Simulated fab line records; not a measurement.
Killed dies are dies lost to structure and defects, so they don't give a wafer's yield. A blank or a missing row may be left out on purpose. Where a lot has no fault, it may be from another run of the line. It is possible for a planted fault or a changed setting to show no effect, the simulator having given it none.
Split-lot trial || flow berkeley-cmos170 || 5 lots, 23 wafers read, on a route of 331 steps

## ABOUT THE SPLIT
At UCB170_FIELD_OXIDATION_01 (target thk 558.3 nm, ox time 7200 s), the setting temp-c was moved away from the recipe's 1000 C on 5 of the 23 wafers read, by +1.1%. For the rest of the wafers, this setting stayed at what the recipe calls for.

Between the split and the reading, the file records no step.

## THE READING
FIELD_OXIDE_THK at UCB170_FIELD_THK_MEAS_02, in nm. A value of 561 nm with a standard deviation of 7.7 nm is what fault-free wafers of this fab line usually give.

{"wafer": "L074.1", "tool, chamber at the split": "-, -", "temp-c as run, C": 1000, "against the recipe": "recipe", "FIELD_OXIDE_THK, nm": 563, "against lot-mates on the recipe": "-"}
{"wafer": "L074.2", "tool, chamber at the split": "-, -", "temp-c as run, C": 1000, "against the recipe": "recipe", "FIELD_OXIDE_THK, nm": 553, "against lot-mates on the recipe": "-"}
{"wafer": "L074.3", "tool, chamber at the split": "-, -", "temp-c as run, C": 1000, "against the recipe": "recipe", "FIELD_OXIDE_THK, nm": 557, "against lot-mates on the recipe": "-"}
{"wafer": "L074.4", "tool, chamber at the split": "-, -", "temp-c as run, C": 1000, "against the recipe": "recipe", "FIELD_OXIDE_THK, nm": 557, "against lot-mates on the recipe": "-"}
{"wafer": "L074.5", "tool, chamber at the split": "-, -", "temp-c as run, C": 1000, "against the recipe": "recipe", "FIELD_OXIDE_THK, nm": 558, "against lot-mates on the recipe": "-"}
{"wafer": "L076.1", "tool, chamber at the split": "furnace-02, 0", "temp-c as run, C": 1000, "against the recipe": "recipe", "FIELD_OXIDE_THK, nm": 563, "against lot-mates on the recipe": "-"}
{"wafer": "L076.2", "tool, chamber at the split": "furnace-02, 0", "temp-c as run, C": 1000, "against the recipe": "recipe", "FIELD_OXIDE_THK, nm": 549, "against lot-mates on the recipe": "-"}
{"wafer": "L076.6", "tool, chamber at the split": "furnace-02, 0", "temp-c as run, C": 1000, "against the recipe": "recipe", "FIELD_OXIDE_THK, nm": 562, "against lot-mates on the recipe": "-"}
{"wafer": "L082.2", "tool, chamber at the split": "-, -", "temp-c as run, C": 1000, "against the recipe": "recipe", "FIELD_OXIDE_THK, nm": 554, "against lot-mates on the recipe": "-"}
{"wafer": "L082.3", "tool, chamber at the split": "-, -", "temp-c as run, C": 1000, "against the recipe": "recipe", "FIELD_OXIDE_THK, nm": 562, "against lot-mates on the recipe": "-"}
{"wafer": "L082.4", "tool, chamber at the split": "-, -", "temp-c as run, C": 1000, "against the recipe": "recipe", "FIELD_OXIDE_THK, nm": 561, "against lot-mates on the recipe": "-"}
{"wafer": "L082.5", "tool, chamber at the split": "-, -", "temp-c as run, C": 1000, "against the recipe": "recipe", "FIELD_OXIDE_THK, nm": 561, "against lot-mates on the recipe": "-"}
{"wafer": "L082.6", "tool, chamber at the split": "-, -", "temp-c as run, C": 1000, "against the recipe": "recipe", "FIELD_OXIDE_THK, nm": 560, "against lot-mates on the recipe": "-"}
{"wafer": "L080.1", "tool, chamber at the split": "-, -", "temp-c as run, C": 1000, "against the recipe": "recipe", "FIELD_OXIDE_THK, nm": 550, "against lot-mates on the recipe": "-"}
{"wafer": "L080.2", "tool, chamber at the split": "-, -", "temp-c as run, C": 1000, "against the recipe": "recipe", "FIELD_OXIDE_THK, nm": 554, "against lot-mates on the recipe": "-"}
{"wafer": "L080.4", "tool, chamber at the split": "-, -", "temp-c as run, C": 1000, "against the recipe": "recipe", "FIELD_OXIDE_THK, nm": 554, "against lot-mates on the recipe": "-"}
{"wafer": "L080.5", "tool, chamber at the split": "-, -", "temp-c as run, C": 1000, "against the recipe": "recipe", "FIELD_OXIDE_THK, nm": 570, "against lot-mates on the recipe": "-"}
{"wafer": "L080.6", "tool, chamber at the split": "-, -", "temp-c as run, C": 1000, "against the recipe": "recipe", "FIELD_OXIDE_THK, nm": 555, "against lot-mates on the recipe": "-"}
{"wafer": "L085.1", "tool, chamber at the split": "-, -", "temp-c as run, C": 1011, "against the recipe": "+1.1%", "FIELD_OXIDE_THK, nm": 593, "against lot-mates on the recipe": "no lot-mate on the recipe"}
{"wafer": "L085.2", "tool, chamber at the split": "-, -", "temp-c as run, C": 1011, "against the recipe": "+1.1%", "FIELD_OXIDE_THK, nm": 604, "against lot-mates on the recipe": "no lot-mate on the recipe"}
{"wafer": "L085.4", "tool, chamber at the split": "-, -", "temp-c as run, C": 1011, "against the recipe": "+1.1%", "FIELD_OXIDE_THK, nm": 599, "against lot-mates on the recipe": "no lot-mate on the recipe"}
{"wafer": "L085.5", "tool, chamber at the split": "-, -", "temp-c as run, C": 1011, "against the recipe": "+1.1%", "FIELD_OXIDE_THK, nm": 602, "against lot-mates on the recipe": "no lot-mate on the recipe"}
{"wafer": "L085.6", "tool, chamber at the split": "-, -", "temp-c as run, C": 1011, "against the recipe": "+1.1%", "FIELD_OXIDE_THK, nm": 592, "against lot-mates on the recipe": "no lot-mate on the recipe"}

FIT RESULTS
A straight line over all 23 wafers: FIELD_OXIDE_THK changes by +36.4 nm for each +1% of temp-c; r = +0.96; the points scatter about the line by 5.3 nm.
Too few moved wafers have a lot-mate on the recipe to fit a line with each lot's own level taken away.

## THE WHOLE CHAIN: every reading that the file lists as answering this split, in the file's order
{"step": "UCB170_FIELD_OXIDATION_01", "what it does": "target thk 558.3 nm, ox time 7200 s", "reading": "SiO2_of_FIELD_OXIDATION_01.thk-nm (the simulator's own value, which no gauge read)", "change (the file's fit)": "+36.7 nm for each +1% of the setting", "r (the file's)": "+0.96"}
{"step": "UCB170_FIELD_THK_MEAS_02", "what it does": "", "reading": "FIELD_OXIDE_THK", "change (the file's fit)": "+36.5 for each +1% of the setting", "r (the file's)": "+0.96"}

## THE FILE'S OWN FIT
FIELD_OXIDE_THK changes by +36.5 nm for each +1% of temp-c, r = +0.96.
